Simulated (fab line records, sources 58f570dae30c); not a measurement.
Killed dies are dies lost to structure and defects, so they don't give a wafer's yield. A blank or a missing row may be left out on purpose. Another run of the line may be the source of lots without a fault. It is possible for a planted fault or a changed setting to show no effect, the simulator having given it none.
Chamber matching | flow berkeleyCmos170 | 4 sister chambers for UCB170_SPACER_ETCHBACK_03 on rieDiel-01
The step etches SiO2 in CHF3/CF4/Ar, stops on Si, target depth 376 nm, time 100 s. 16 wafers are shown with their chamber, then 8 later ones without.

== WAFERS, EACH WITH ITS CHAMBER ==
wafer  | chamber | drypumpMotorCurrentA (A) | throttleValvePct (%) | mfcArSccm (sccm)
L323.1 | 1       | 5.5                      | 6.20                 | 119.5
L323.2 | 3       | 6.5                      | 6.36                 | 119.5
L323.4 | 0       | 6.2                      | 6.57                 | 120.0
L325.2 | 1       | 5.4                      | 6.22                 | 119.6
L325.3 | 0       | 6.2                      | 6.57                 | 120.5
L325.4 | 3       | 6.4                      | 6.39                 | 120.0
L327.3 | 3       | 6.4                      | 6.38                 | 120.1
L327.5 | 3       | 6.4                      | 6.38                 | 120.4
L327.6 | 1       | 5.5                      | 6.21                 | 119.3
L328.3 | 3       | 6.5                      | 6.37                 | 119.9
L328.5 | 3       | 6.5                      | 6.38                 | 120.2
L328.6 | 2       | 4.9                      | 6.39                 | 119.6
L337.1 | 2       | 4.9                      | 6.38                 | 120.3
L337.2 | 0       | 6.2                      | 6.54                 | 120.3
L337.5 | 2       | 4.9                      | 6.39                 | 119.7
L338.2 | 2       | 4.9                      | 6.38                 | 120.2

SIGNATURES (averages over the wafers above)
reading              | chamber 0 | chamber 1 | chamber 2 | chamber 3 | scatter within a chamber
drypumpMotorCurrentA | 6.200     | 5.467     | 4.900     | 6.450     | 0.0425
throttleValvePct     | 6.5600    | 6.2100    | 6.3850    | 6.3767    | 0.0109
mfcArSccm            | 120.267   | 119.467   | 119.950   | 120.017   | 0.29
Rule: for a wafer and a chamber, the distance is found by dividing, reading by reading, the gap between the wafer's reading and the chamber's mean by the reading's scatter, squaring, summing and taking the root. If the next closest chamber is less than 2 further off than the closest, the wafer can't be placed; otherwise it belongs to the closest. The scatter is the square root of a quotient: the sum, over the shown wafers, of each reading's squared deviation from its chamber's mean, divided by wafers minus chambers.

== WAFERS MISSING THEIR CHAMBER ==
wafer  | drypumpMotorCurrentA (A) | throttleValvePct (%) | mfcArSccm (sccm)
L338.3 | 6.5                      | 6.36                 | 119.8
L338.4 | 5.4                      | 6.23                 | 120.2
L341.3 | 5.5                      | 6.20                 | 119.8
L341.5 | 6.4                      | 6.38                 | 120.5
L341.6 | 4.9                      | 6.37                 | 120.0
L345.2 | 4.9                      | 6.38                 | 120.1
L345.5 | 6.2                      | 6.54                 | 120.0
L345.6 | 4.9                      | 6.39                 | 120.1

== CHAMBER TAKEN BY EACH ==
wafer  | from the rows above | in truth
L338.3 | 3                   | 3
L338.4 | 1                   | 1
L341.3 | 1                   | 1
L341.5 | 3                   | 3
L341.6 | 2                   | 2
L345.2 | 2                   | 2
L345.5 | 0                   | 0
L345.6 | 2                   | 2
Correctly placed: 8 of 8. From these rows, 0 cannot be placed. Placed wrongly: 0.
